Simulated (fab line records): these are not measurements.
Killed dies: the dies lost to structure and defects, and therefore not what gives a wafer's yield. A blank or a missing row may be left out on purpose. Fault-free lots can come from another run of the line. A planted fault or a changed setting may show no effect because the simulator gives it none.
fab line records    flow berkeley_cmos170
record: lots: 6  wafers: 18  last_day: 12
route steps=331 shown START@1 ZERO@6
lots that met no fault: from a run of the same line without faults
start_h: the number of hours between the record's first day and the start of the first shown wafer of the lot    wait_h: time in hours since the lot's previous step    " identical to the entry in the row above    L1.1+2: a row that stands for several wafers    - no value present, or no start provided    * or withheld: withheld    < > ~ a bound
route shown NAME@n: a module of which the file shows steps, and the number in the route of the first    usual: average and standard deviation across the fault-free wafers    same: alike in all rows    chamber/n: place in a boat    sites: readings site by site    _std_site: standard deviation of those values    _edge_site: the outer-site mean with the inner-site mean subtracted    radius_mm: for every site, how far away it sits from the centre of the wafer    mask NAME#n: copy n    behind: tool/chamber where the wafer was last shaped    hold: reason for holding the lot/hours on hold/outcome of the hold    device: the n, p or np transistor that did not switch    end of line: at the end of the route, the tests of the same wafers    step lacking rows: just its recipe    killed: not the wafer's yield, but the dies lost to structure and defects at the first sort    map: the dies of a wafer, with x for killed, . for not killed, _ for no die there
set.NAME: the setting as run; set.NAME@STEP: as run at that earlier step    model.NAME: the simulator's own value behind a step, which no gauge read
a table for each step, a row for each wafer; lots at some steps of the route
services: from which hour (start_h, from the record's first day; less than 0 if before it) a tool's chamber was out of use, for how many hours, and why
== steps ==
step: UCB170_START_BOW_MEAS_00
recipe: mode: bow
usual: INCOMING_BOW: -1/5.9
lot.wafer  tool           chamber  start_h  wait_h  INCOMING_BOW[um]
L163.1     film_metro-03  -        20.00    -       -1
L163.3     "              -        "        "       1
L163.6     "              -        "        "       -2
L171.1     film_metro-01  -        60.00    -       9
L171.2     "              -        "        "       9
L171.4     "              -        "        "       -2
L172.1     film_metro-03  -        65.00    -       6
L172.4     "              -        "        "       -7
L172.6     "              -        "        "       -3
L173.1     film_metro-02  -        70.00    -       -8
L173.2     "              -        "        "       0
L173.4     "              -        "        "       2
L175.3     film_metro-02  -        80.04    -       -3
L175.5     "              -        "        "       -4
L175.6     "              -        "        "       -3
L183.1     film_metro-01  -        120.05   -       -6
L183.5     "              -        "        "       5
L183.6     "              -        "        "       -1
step: UCB170_START_CLEAN_01
recipe: chemistry: dHF  dilution: 25:1  time_s: 60
step: UCB170_START_OXIDATION_02
recipe: temp_c: 950  ambient: O2  target_thk_a: 200  ox_time_s: 1800
step: UCB170_START_THK_MEAS_03
recipe: reads: SiO2_of_START_OXIDATION_02
usual: START_OXIDE_THK: 20.0/0.37
lot.wafer  tool           chamber  start_h  wait_h  START_OXIDE_THK[nm]
L163.1     film_metro-01  -        22.73    0.0     20.3
L163.3     "              -        "        "       19.8
L163.6     "              -        "        "       20.3
L171.1     film_metro-02  -        66.94    0.0     20.2
L171.2     "              -        "        "       20.3
L171.4     "              -        "        "       20.0
L172.1     film_metro-03  -        66.94    0.0     19.3
L172.4     "              -        "        "       19.5
L172.6     "              -        "        "       19.6
L173.1     film_metro-01  -        73.89    0.0     20.1
L173.2     "              -        "        "       19.6
L173.4     "              -        "        "       19.8
L175.3     film_metro-02  -        85.32    0.0     19.6
L175.5     "              -        "        "       19.7
L175.6     "              -        "        "       19.5
L183.1     film_metro-03  -        124.48   0.0     20.3
L183.5     "              -        "        "       20.5
L183.6     "              -        "        "       20.2
step: UCB170_START_ANNEAL_04
recipe: temp_c: 950  time_s: 1200  ambient: N2
step: UCB170_ZERO_HMDS_00
recipe: prime_time_s: 60  prime_temp_c: 100
step: UCB170_ZERO_COAT_01
recipe: resist: KrF  spin_rpm: 1500  resist_thk_nm: 900
step: UCB170_ZERO_SOFTBAKE_02
recipe: resist: KrF  temp_c: 130  time_s: 60
step: UCB170_ZERO_EXPOSE_03
recipe: mask_id: PM_MARKS  na: 0.5  sigma_outer: 0.6  source_shape: conventional  target_cd_nm: 4000  dose_mj: 30
usual: exposure_dose_mJ_cm2: 30.003/0.026  focus_offset_nm: 0.0/0.54  reticle_temp_C: 23.02/0.11
lot.wafer  tool            chamber  start_h  wait_h  mask        exposure_dose_mJ_cm2  focus_offset_nm  reticle_temp_C
L163.1     krf_scanner-01  0        26.13    0.1     PM_MARKS#0  30.006                -0.2             23.06
L163.3     "               0        "        "       PM_MARKS#0  29.988                0.7              22.87
L163.6     "               0        "        "       PM_MARKS#0  30.021                0.0              23.09
L172.1     krf_scanner-02  0        72.46    0.2     PM_MARKS#0  30.023                -0.3             23.16
L172.4     "               0        "        "       PM_MARKS#0  29.987                0.7              23.02
L172.6     "               0        "        "       PM_MARKS#0  29.966                0.0              23.15
L171.1     krf_scanner-02  -        72.58    0.4     PM_MARKS#0  -                     -                -
L171.2     "               -        "        "       PM_MARKS#0  -                     -                -
L171.4     "               -        "        "       PM_MARKS#0  -                     -                -
L173.1     krf_scanner-02  -        77.08    0.1     PM_MARKS#0  -                     -                -
L173.2     "               -        "        "       PM_MARKS#0  -                     -                -
L173.4     "               -        "        "       PM_MARKS#0  -                     -                -
L175.3     krf_scanner-01  0        90.69    0.2     PM_MARKS#0  29.935                -0.6             23.02
L175.5     "               0        "        "       PM_MARKS#0  30.013                0.3              22.89
L175.6     "               0        "        "       PM_MARKS#0  29.999                0.6              23.13
L183.1     krf_scanner-02  0        129.72   0.1     PM_MARKS#0  30.033                0.2              23.01
L183.5     "               0        "        "       PM_MARKS#0  30.016                -0.1             23.24
L183.6     "               0        "        "       PM_MARKS#0  30.033                0.2              23.09
step: UCB170_ZERO_PEB_04
recipe: peb_temp_c: 130  peb_time_s: withheld  resist: KrF
step: UCB170_ZERO_DEVELOP_05
recipe: developer: TMAH  develop_time_s: 45  resist: KrF  dev_temp_c: 21
step: UCB170_ZERO_ETCH_06
recipe: chemistry: CHF3/CF4/Ar  target: SiO2  time_s: 12  pressure_mtorr: 100  rf_w: 500  CHF3_flow_sccm: 50  cf4_flow_sccm: 10  Ar_flow_sccm: 120  over_etch_frac: 1.58
usual: drypump_motor_current_A: 5.8/0.44  oes_product_au: 0.620/0.0086  throttle_valve_pct: 9.23/0.17
lot.wafer  tool         chamber  start_h  wait_h  drypump_motor_current_A  oes_product_au  rf_hours_counter_h  throttle_valve_pct
L163.1     rie_diel-02  0        26.52    -       6.4                      0.613           99                  9.09
L163.3     "            3        "        "       5.7                      0.613           133                 9.60
L163.6     "            3        "        "       5.7                      0.607           -                   9.63
L172.1     rie_diel-04  1        72.85    -       5.9                      0.623           60                  9.13
L172.4     "            0        "        "       6.5                      0.621           129                 9.23
L172.6     "            0        "        "       6.5                      0.616           -                   9.23
L171.1     rie_diel-02  2        73.13    -       5.3                      0.395           81                  9.16
L171.2     "            0        "        "       6.4                      0.372           101                 9.09
L171.4     "            3        "        "       5.8                      0.377           136                 9.57
L173.1     rie_diel-02  1        77.57    -       5.4                      0.373           25                  9.14
L173.2     "            0        "        "       6.4                      0.370           102                 9.09
L173.4     "            2        "        "       5.3                      0.382           81                  9.18
L175.3     rie_diel-03  1        91.05    -       5.7                      0.623           109                 9.04
L175.5     "            1        "        "       5.7                      0.625           -                   9.05
L175.6     "            0        "        "       5.8                      0.627           -                   9.26
L183.1     rie_diel-02  3        130.11   -       5.8                      0.609           138                 9.62
L183.5     "            0        "        "       6.4                      0.616           -                   9.08
L183.6     "            2        "        "       5.3                      0.640           -                   9.18
step: UCB170_ZERO_STRIP_07
recipe: chemistry: O2  power_w: 400  pressure_mtorr: 3500  platen_temp_c: withheld  o2_flow_sccm: 400  overash_fraction: 0.5
usual: drypump_motor_current_A: 5.6/0.67  oes_product_au: 0.727/0.004  strip_time_to_endpoint_s: 21.49/0.072
same: overash_fraction: 0.5
lot.wafer  tool             chamber  start_h  wait_h  drypump_motor_current_A  oes_product_au  rf_hours_counter_h  strip_time_to_endpoint_s
L163.1     plasma_asher-04  0        26.54    0.0     5.0                      0.722           32                  21.35
L163.3     "                1        "        "       5.5                      0.723           -                   21.46
L163.6     "                1        "        "       5.4                      0.723           -                   21.45
L172.1     plasma_asher-03  1        72.87    0.0     6.2                      0.725           35                  21.46
L172.4     "                0        "        "       6.2                      0.732           -                   21.51
L172.6     "                1        "        "       6.1                      0.724           -                   21.47
L171.1     plasma_asher-02  1        73.15    0.0     4.7                      0.731           35                  21.42
L171.2     "                0        "        "       6.5                      0.730           35                  21.39
L171.4     "                0        "        "       6.5                      0.728           -                   21.51
L173.1     plasma_asher-03  1        77.59    0.0     6.1                      0.726           35                  21.44
L173.2     "                0        "        "       6.2                      0.716           35                  21.46
L173.4     "                0        "        "       6.2                      0.733           -                   21.50
L175.3     plasma_asher-04  0        91.10    0.0     5.0                      0.720           -                   21.51
L175.5     "                1        "        "       5.5                      0.728           -                   21.48
L175.6     "                0        "        "       5.0                      0.730           -                   21.52
L183.1     plasma_asher-04  1        130.14   0.0     5.5                      0.720           42                  21.57
L183.5     "                0        "        "       5.0                      0.726           -                   21.59
L183.6     "                1        "        "       5.5                      0.726           -                   21.51
== services ==
tool             chamber  start_h  hours  kind
krf_scanner-01   -        4.94     0.3    repair
krf_scanner-01   0        7.67     -      calibration
krf_scanner-01   -        7.68     0.8    pm
plasma_asher-03  -        10.38    3.3    repair
plasma_asher-02  -        16.44    1.4    repair
krf_scanner-02   0        17.90    -      calibration
rie_diel-03      2        26.46    4.2    repair
krf_scanner-02   -        37.24    1.0    pm
plasma_asher-02  -        38.14    0.6    repair
rie_diel-02      -        51.41    0.7    repair
plasma_asher-03  -        53.98    3.3    repair
krf_scanner-01   -        54.30    4.4    pm
rie_diel-03      -        61.56    4.3    pm
rie_diel-02      0        62.11    4.4    repair
krf_scanner-01   -        71.10    1.3    pm
krf_scanner-02   -        77.29    0.8    pm
rie_diel-04      1        86.75    6.5    repair
plasma_asher-02  -        87.94    1.9    repair
plasma_asher-04  -        94.13    15.8   repair
rie_diel-03      0        95.14    6.9    repair
plasma_asher-03  -        108.75   9.0    pm
rie_diel-02      1        117.27   25.0   repair
plasma_asher-02  -        125.29   10.7   pm
krf_scanner-02   -        126.22   1.3    pm
== key ==
first_sign: step: UCB170_ZERO_EXPOSE_03  reading: tool_record  direction: missing
effect: step: UCB170_ZERO_ETCH_06  reading: oes_product_au  direction: down  sigmas: 28  usual: 0.620  struck: 0.378
met_at UCB170_ZERO_EXPOSE_03
struck_wafers L171.1,L171.2,L171.4,L173.1,L173.2,L173.4
later_rows_left_out L171.1,L171.2,L171.4,L173.1,L173.2,L173.4
sort_left_out L171.1,L171.2,L171.4,L173.1,L173.2,L173.4
tester_left_out L171,L173
onset_between 72.46 72.58
fault: kind: skipped_step_whole  tool: krf_scanner-02  chamber: -  onset_h: 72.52  steps: UCB170_ZERO_EXPOSE_03  scope: struck_lots_only
tester_left_out: of these lots the tester's yield and bins aren't shown, on N5 and GAA mostly nor the transistor test; their killed dies are dies lost to structure and defects alone, not to doping, threshold or leakage, so they don't give the yield
sort_left_out: the simulated sort isn't trusted on such a fault, so these wafers' sort isn't shown, and their yield isn't known
later_rows_left_out: the simulator's readings of these wafers behind a module that went badly wrong aren't trusted and aren't shown, but for the sort
